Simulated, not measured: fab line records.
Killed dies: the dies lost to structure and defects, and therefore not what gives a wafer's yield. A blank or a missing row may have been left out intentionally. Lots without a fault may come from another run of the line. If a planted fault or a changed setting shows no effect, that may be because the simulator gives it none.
Struck lot and sound lot, side by side | flow berkeley_cmos170 | 15 steps out of a route of 331
Sound: wafers L368.4, L368.5, L368.6. Wafers L360.2, L360.3, L360.6 were the ones struck. At the end, the cause is stated.
Per side, at each step with rows, come the tool, then ch with its chambers, and then its first start. Under that, the readings that differ: sound wafers | struck wafers | difference of the means | sigmas: that difference in standard deviations of wafers without a fault.
alike: a reading whose means differ by less than 2 such deviations, as well as words and numbers matching on both sides. not compared: withheld readings; readings where some wafer has no value; bounds like >300 that might hide an equal value; numbers whose values overlap and for which the record gives no deviation.
A row with sigmas, a row that says differs or no value, or rows on one side alone: a step with any of these is where the two part. Non-overlapping numbers with no deviation appear without sigmas and do not part them. Lack of a reading on every wafer of one side parts them only where that side has two or more wafers.

UCB170_M1_METAL_ETCH_12: etches Al in Cl2/BCl3, stops on PSG, target depth 780 nm, time 130 s.
  sound on rie_metal-04 ch 0,1, day 12 01:05; struck on rie_metal-01 ch 0,1, day 10 19:07
  alike: drypump_motor_current_A, oes_product_au, throttle_valve_pct
  not compared: rf_hours_counter_h
UCB170_M1_STRIP_13: strips in O2.
  sound on plasma_asher-02 ch 0,1, day 12 01:13; struck on plasma_asher-02 ch 1, day 10 19:14
  alike: drypump_motor_current_A, oes_product_au
  not compared: rf_hours_counter_h
UCB170_M1_CD_MEAS_90: the cd target is 700 nm.
  sound: cd_sem-02 at day 12 01:20; struck: cd_sem-02 at day 10 19:22
  alike: cd_nm
then, 1 step without rows for these wafers: UCB170_M1_ANNEAL_14 (time 1200 s).
UCB170_V1_CVD_00: deposits SiO2 from TEOS/O2, target thk 2000 nm, time 250 s.
  sound on pecvd-02 ch 0,1,2, day 12 03:37; struck on pecvd-02 ch 0,2, day 10 20:48
  alike: heater_power_w
UCB170_V1_THK_MEAS_01:
  sound: film_metro-03 at day 12 03:44; struck: film_metro-02 at day 10 20:58
  alike: V1_TEOS_THK
UCB170_V1_CMP_02: polishes SiO2.
  sound on cmp-01 ch 0,2,3, day 12 03:55; struck on cmp-02 ch 0,2, day 10 21:01
  alike: motor_current_A, platen_rpm
UCB170_V1_BOW_MEAS_03:
  sound: film_metro-01 at day 12 04:07; struck: film_metro-03 at day 10 21:20
  alike: V1_BOW
UCB170_V1_THK_MEAS_04:
  sound: film_metro-01 at day 12 04:13; struck: film_metro-03 at day 10 21:26
  alike: V1_POLISHED_THK
then, 3 steps without rows for these wafers: UCB170_V1_CLEAN_05 (cleans in DIW); UCB170_V1_HMDS_06 (prime time 60 s); UCB170_V1_COAT_07 (resist thk 900 nm).
UCB170_V1_SOFTBAKE_08: time 60 s.
  sound on litho_track-04 ch 0, day 12 05:02; struck on litho_track-01 ch 0, day 10 22:33
  reading                  | sound             | struck            | difference | sigmas
  heater_power_total_W (W) | 56.83 56.84 56.80 | 61.30 61.32 61.33 | +4.49      | +99 or more
  run_length_s (s)         | 89.61 89.56 89.50 | 74.58 74.49 74.71 | -14.96     | -53
then, 2 steps without rows for these wafers: UCB170_V1_EXPOSE_09 (exposes mask VIA1, target cd 700 nm); UCB170_M3_PROBE_99.

== WHERE THEY PART ==
UCB170_V1_SOFTBAKE_08 only, going by this record.

WHY: the cause the simulator had injected
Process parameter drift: litho_track-01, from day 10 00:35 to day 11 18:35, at UCB170_V1_SOFTBAKE_08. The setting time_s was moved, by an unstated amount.
